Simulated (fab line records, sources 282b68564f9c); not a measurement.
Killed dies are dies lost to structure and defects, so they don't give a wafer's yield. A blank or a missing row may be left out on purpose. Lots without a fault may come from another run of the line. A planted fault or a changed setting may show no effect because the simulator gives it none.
A struck lot beside a sound one | flow rit_cmos | 15 steps out of a route of 202
Sound: wafers L231.1, L231.2, L231.4. Struck: wafers L242.1, L242.4, L242.6. The cause comes at the end.
At each step with rows: each side's tool, then ch and its chambers, then its first start. Under that, the readings that differ: sound wafers | struck wafers | difference of the means | sigmas: that difference in standard deviations of wafers without a fault.
alike: readings whose means differ by less than 2 such deviations, and words and numbers that are the same on both sides. not compared: withheld readings, readings that some wafer has no value for, bounds like >300 that may hide the same value, and numbers for which the record gives no deviation and whose values overlap.
The two part at a step that has a row with sigmas, a row that says differs or no value, or rows on one side only. Numbers that don't overlap but have no deviation are shown without sigmas and don't part them. A reading that every wafer of one side lacks parts them only if that side has two wafers or more.

first, 3 steps without rows for these wafers: RIT_SDANNEAL_CLEAN_00 (cleans in SC1, time 600 s); RIT_SDANNEAL_CLEAN_01 (cleans in dHF, time 30 s); RIT_SDANNEAL_CLEAN_02 (cleans in SC2, time 600 s).
RIT_SDANNEAL_RTA_03: time 5 s.
  sound on rtp_anneal-01 ch 0, day 3 07:11; struck on rtp_anneal-02 ch 0, day 5 10:06
  alike: wafer_temp_C_max
RIT_SDANNEAL_RS_MEAS_04: measures by four-point-probe.
  sound on film_metro-01, day 3 07:14; struck on film_metro-02, day 5 10:10
  alike: PSD_RS
RIT_SDANNEAL_RS_MEAS_05: measures by four-point-probe.
  sound on film_metro-01, day 3 07:21; struck on film_metro-02, day 5 10:17
  alike: NSD_RS
RIT_SDANNEAL_RS_MEAS_06: measures by four-point-probe.
  sound on film_metro-01, day 3 07:28; struck on film_metro-02, day 5 10:24
  alike: PLDD_RS
RIT_SDANNEAL_RS_MEAS_07: measures by four-point-probe.
  sound on film_metro-01, day 3 07:35; struck on film_metro-02, day 5 10:31
  alike: NLDD_RS
then, 1 step without rows for these wafers: RIT_SILICIDE_WET_ETCH_00 (etches SiO2 in BOE, target depth 14 nm, time 15 s).
RIT_SILICIDE_SPUTTER_01: material Ti, target thk 30 nm, time 240 s.
  sound on pvd_sputter-04, day 3 07:44; struck on pvd_sputter-04, day 5 10:39
  alike: substrate_temp_c, throttle_valve_pct
RIT_SILICIDE_RS_MEAS_02: measures by four-point-probe.
  sound on film_metro-02, day 3 07:53; struck on film_metro-01, day 5 10:48
  alike: SILICIDE_TI_RS
RIT_SILICIDE_THK_MEAS_03: measures by xrf.
  sound on film_metro-02, day 3 08:00; struck on film_metro-01, day 5 10:55
  alike: SILICIDE_TI_THK
RIT_SILICIDE_RTA_04: time 10 s, ramp up 5 s, ramp down 5 s.
  sound on rtp_anneal-02 ch 0, day 3 08:04; struck on rtp_anneal-01 ch 0, day 5 10:59
  reading          | sound             | struck            | difference | sigmas
  wafer_temp_C_max | 652.5 653.0 652.3 | 657.3 657.8 657.5 | +4.9       | +8
then, 1 step without rows for these wafers: RIT_SILICIDE_WET_ETCH_05 (etches Ti in SPM, time 120 s).
RIT_M1_PROBE_99:
  sound on prober-02, day 3 16:05; struck on prober-02, day 5 17:51
  alike: killed_at_M0_to_M3, killed_at_contacts, killed_at_front_end, killed_dies, killed_open, killed_short

WHERE THEY PART
Only at RIT_SILICIDE_RTA_04, within this record. Later steps at which nothing parts them and some readings are alike: RIT_M1_PROBE_99.

WHY: what the simulator had put in
Process parameter drift: rtp_anneal-01, from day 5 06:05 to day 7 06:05, at RIT_SILICIDE_RTA_04. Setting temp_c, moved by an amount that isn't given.
